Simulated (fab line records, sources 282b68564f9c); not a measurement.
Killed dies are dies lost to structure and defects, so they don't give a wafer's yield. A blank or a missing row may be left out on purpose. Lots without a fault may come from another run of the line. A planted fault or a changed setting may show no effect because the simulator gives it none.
Chamber matching | flow rit_cmos | RIT_ACTIVE_ETCH_13 on rie_diel-03: 4 sister chambers
The step etches Si3N4 in SF6, stops on SiO2, time 210 s, target depth 210 nm. 4 wafers are shown with their chamber, then 8 later ones without.

WAFERS WITH THEIR CHAMBER
wafer  | chamber | throttle_valve_pct (%)
L613.6 | 2       | 7.42
L614.2 | 1       | 7.56
L614.6 | 3       | 7.53
L618.1 | 0       | 7.55

WAFERS WITHOUT THEIR CHAMBER
wafer  | throttle_valve_pct (%)
L618.3 | 7.53
L618.5 | 7.42
L629.2 | 7.42
L629.3 | 7.54
L629.4 | 7.53
L630.1 | 7.55
L630.3 | 7.53
L630.5 | 7.53

WHICH CHAMBER EACH WENT THROUGH
wafer  | from the rows above     | in truth
L618.3 | 3                       | 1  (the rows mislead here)
L618.5 | 2                       | 2
L629.2 | 2                       | 2
L629.3 | can't be placed: 0 or 3 | 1
L629.4 | 3                       | 3
L630.1 | 0                       | 0
L630.3 | 3                       | 3
L630.5 | 3                       | 3
Placed correctly: 6 of 8. Can't be placed from these rows: 1 (the true chamber is among the candidates in 0). Placed wrongly: 1.
How it was worked out, from the rows above alone: a wafer's distance from a chamber is the root of the sum, over the readings, of the square of ((its reading less the chamber's mean) divided by the reading's scatter). The wafer belongs to the nearest chamber; if the next one is less than 2 further off, it can't be placed. A chamber's mean is the mean of its shown wafers. The scatter: with one shown wafer a chamber, the root of the mean of the squares of how far each hidden wafer lies from its nearest shown one.
